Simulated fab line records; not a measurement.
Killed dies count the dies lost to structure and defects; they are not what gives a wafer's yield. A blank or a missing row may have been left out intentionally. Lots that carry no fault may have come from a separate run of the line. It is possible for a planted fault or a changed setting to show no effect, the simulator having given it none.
Which tool is to blame? / flow berkeley-cmos170 / 6 lots (18 wafers sampled), 1 step of a 331-step route

== WHAT EACH GAUGE READ, for each wafer ==
UCB170_GATE_OVL_MEAS_13.
lot=L301; measured=day 6 00:59; on=overlay-01; GATE_OVL (nm)=5 -2 5
lot=L304; measured=day 6 08:47; on=overlay-01; GATE_OVL (nm)=6 12 9
lot=L306; measured=day 7 01:13; on=overlay-02; GATE_OVL (nm)=7 9 -2
lot=L308; measured=day 7 21:14; on=overlay-02; GATE_OVL (nm)=-6 -1 1
lot=L317; measured=day 9 20:19; on=overlay-01; GATE_OVL (nm)=9 2 5
lot=L321; measured=day 10 17:23; on=overlay-01; GATE_OVL (nm)=-4 -4 -5

== TOOL THAT RAN EACH LOT (tool first, then ch and the chambers of the sampled wafers, then the start) ==
The record holds no process step before these readings.

== THE ANSWER, worked out from the rows above alone ==
Rule: usual is defined by the lots themselves. The widest of any qualifying gaps counts: lots, ordered by their means at a reading, are off when they make up no more than a third of the lots, leave a main group of 4 or more, and stand apart from it by 3 or more times the standard deviation of that group's means. If all means in a main group match to the digits the tables above print for the reading, that group is not used. Also off: a lot with no number at a reading for which 4 or more lots have one. Where the step has rows for the other lots, those lots are counted as sound.
No lot is off on any of the readings shown, so nothing can be concluded from this.

== WHAT THE SIMULATOR HAD PUT IN ==
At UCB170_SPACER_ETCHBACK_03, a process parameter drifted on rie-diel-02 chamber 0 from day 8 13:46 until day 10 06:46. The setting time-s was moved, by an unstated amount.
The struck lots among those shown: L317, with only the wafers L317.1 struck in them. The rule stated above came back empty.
